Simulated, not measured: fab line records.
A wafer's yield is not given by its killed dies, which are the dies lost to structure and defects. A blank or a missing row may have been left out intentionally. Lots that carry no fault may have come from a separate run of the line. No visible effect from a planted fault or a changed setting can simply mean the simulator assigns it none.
One fault seen from 2 desks -- flow berkeley-cmos170 -- what lay behind the numbers comes last; until then each desk has only its own

## METROLOGY DESK
Means of the sampled wafers that have a number, per lot and without regard to the tool the lot ran on: this is what the gauges read. A lot is out of limits, marked OUT, if its mean lies more than 4 standard deviations from the usual mean; the brackets give that distance.
Columns: A = V2_POLISHED_THK at UCB170_V2_THK_MEAS_04, usual 999.6 nm; B = cd-nm at UCB170_V2_CD_MEAS_12, usual 700.2 nm; C = M3_AL_RS at UCB170_M3_RS_MEAS_02, usual 0.0322 ohm/sq; D = M3_AL_THK at UCB170_M3_THK_MEAS_03, usual 910 nm; E = M3_OVL at UCB170_M3_OVL_MEAS_16, usual 2 nm
lot,first seen here,A,B,C,D,E
L704,day 8 12:23,1000.6,699.9,0.0320,914,4
L705,day 8 18:52,1001.0,703.1,0.0317,929,0
L706,day 8 19:10,997.6,698.6,0.0319,915,2
L708,day 9 18:28,1000.5,700.1,0.0323,903,7
L709,day 9 21:37,1000.2,698.7,0.0318,916,-2
L712,day 10 05:33,1001.9,701.2,0.0323,905,2
L716,day 11 08:57,998.8,698.1,0.0324,909,5
L718,day 11 11:58,997.6,699.6,0.0299 (-6.9) OUT,972 (+5.6) OUT,7
L717,day 11 14:50,999.2,700.3,0.0301 (-6.3) OUT,967 (+5.2) OUT,5
L722,day 12 08:05,1001.4,700.6,0.0319,916,-6
L723,day 12 17:22,999.6,697.5,0.0320,915,-9
L721,day 12 20:36,998.9,700.5,0.0321,906,-1
L724,day 12 20:49,1001.7,702.0,0.0328,899,-2
L725,day 13 23:23,1000.1,699.9,0.0326,888,3
This desk's result: L717, L718 out of limits, first on L718 (M3_AL_RS at UCB170_M3_RS_MEAS_02), day 11 15:02. L704, L705, L706, L708, L709, L712, L716, L722, L723, L721, L724, L725 stayed within limits.

## FOR THE TOOL OWNER'S DESK: pvd-sputter-02
The tool's own readings at UCB170_M3_SPUTTER_01 (material Al, target thk 900 nm, time 120 s): means of the sampled wafers that have a number, for each lot that ran on this tool. A lot is out of limits, marked OUT, if its mean lies more than 4 standard deviations from the usual mean; the brackets give that distance.
Columns: A = throttle-valve-pct at UCB170_M3_SPUTTER_01, usual 30.1 %
lot,first seen here,A
L706,day 8 21:26,30.6
L709,day 9 23:35,30.0
L718,day 11 14:57,30.9
L717,day 11 16:38,31.0
Result from this desk: across the 4 lots, nothing is out of limits.

## BROUGHT TOGETHER
On L717, L718, the metrology desk was in a position to raise an alarm at day 11 15:02.
The desk of the tool owner found nothing out of limits.
The tool owner's desk has L717, L718 on record, within its limits.
The lots listed all ran UCB170_M3_SPUTTER_01 on pvd-sputter-02.

## WHAT WAS PUT IN BY THE SIMULATOR
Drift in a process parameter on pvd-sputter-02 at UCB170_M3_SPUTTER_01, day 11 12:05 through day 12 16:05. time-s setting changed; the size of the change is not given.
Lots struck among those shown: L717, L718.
Per desk, hours elapsed from the start of the fault to the first reading out of limits: for the metrology desk, 3.
